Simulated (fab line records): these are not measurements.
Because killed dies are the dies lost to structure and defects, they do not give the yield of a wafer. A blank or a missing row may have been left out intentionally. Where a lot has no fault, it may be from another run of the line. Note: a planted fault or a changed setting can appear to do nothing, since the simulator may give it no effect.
Problem report, 8D (eight disciplines) form, completed by code / flow ritCmos / the parts of the form that need people (team, actions taken, sign-off) are left out

1. PROBLEM STATEMENT
Wafers free of any fault read 0.0712 ohm/sq (standard deviation 0.00075) for M1_AL_RS at RIT_M1_RS_MEAS_01, against a mean of 0.0570 ohm/sq on 2 wafers of 2 lots. That is -19 standard deviations from the usual mean.
The step: measures by four-point-probe.
First seen on wafer L668.2, day 5 11:50, on filmMetro-01. The record has a number at this step for 42 wafers belonging to 14 lots. Rule for "out" (also "out of limits"): further than 4 standard deviations from the usual mean. The rest of the wafers with a number are treated as sound.

2. WHAT IT IS, AND WHAT IT ISN'T
question=which readings at this step | is=M1_AL_RS | is not=-
question=which lots | is=L668, L670 | is not=L658, L660, L661, L662, L663, L664, L666, L674, L675, L677, L679, L681
question=which wafers of those lots | is=L668.2, L670.2 | is not=L668.4, L668.5, L670.3, L670.4
question=read on which gauges | is=filmMetro-01, filmMetro-04 | is not=filmMetro-02
question=when | is=from day 5 11:50 | is not=up to then (23 sound wafers); but 17 sound wafers of L670, L674, L675, L677, L679, L681 came after

3. WHAT RULES OUT EACH SUSPECT
Counting: any tool at a process step up to the reading remains a suspect provided it ran every lot that is out. Sound lots after the first of them don't rule it out here, since some wafers of a struck lot are sound.
- the gauge at RIT_M1_RS_MEAS_01 has been ruled out. 2 gauges (filmMetro-01, filmMetro-04) read the wafers that are out.
- pvdSputter-03 at RIT_M1_SPUTTER_00 (material Al, target thk 400 nm, time 500 s): kept. It processed each lot that is out (first: L668, day 5 11:31); up to then, its last sound lot is L666 (day 5 03:25).
After counting, what remains is pvdSputter-03 at RIT_M1_SPUTTER_00.

4. THE CAUSE (what the simulator had put in)
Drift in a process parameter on pvdSputter-03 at RIT_M1_SPUTTER_00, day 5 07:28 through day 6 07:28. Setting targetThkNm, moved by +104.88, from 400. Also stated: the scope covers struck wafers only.
The count eliminated every tool but this one.

5. THE EFFECT CHAIN, in route order
Each row: a reading whose mean over the struck wafers that have a number lies more than 3 standard deviations from the usual. Scope: only readings with a usual standard deviation given in the record; hours: median across lots of the time from each lot's start at the first step in this table that gives one to its start at this step; sigmas: change in usual standard deviations.
hours=0; step=RIT_M1_RS_MEAS_01; reading=M1_AL_RS; usual=0.0712 ohm/sq; on struck wafers=0.0570; change=-0.0142; sigmas=-19
hours=0; step=RIT_M1_THK_MEAS_02; reading=M1_AL_THK; usual=416 nm; on struck wafers=522; change=+106; sigmas=+25
hours=2; step=RIT_M1_METAL_ETCH_12; reading=oesProductAu; usual=0.792 a.u.; on struck wafers=0.904; change=+0.112; sigmas=+10
Here are the process steps it includes:
- RIT_M1_METAL_ETCH_12: etches Al in Cl2/BCl3, stops on SiO2, time 165 s, target depth 600 nm.

6. WHAT WOULD HAVE CAUGHT IT SOONER
Counted from the fault's start at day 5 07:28, it took 4 hours until the first out-of-limits reading at a measuring or inspecting step in this record, taken at day 5 11:50.
An alarm limit of 4 standard deviations would not have fired on the tool readings at RIT_M1_SPUTTER_00 for which the record gives a usual standard deviation, since none of them was out on any struck wafer.
Lots out: 2; of these, L670 started RIT_M1_SPUTTER_00 on pvdSputter-03 after day 5 11:50. A tool hold placed at that time would have kept it from harm.
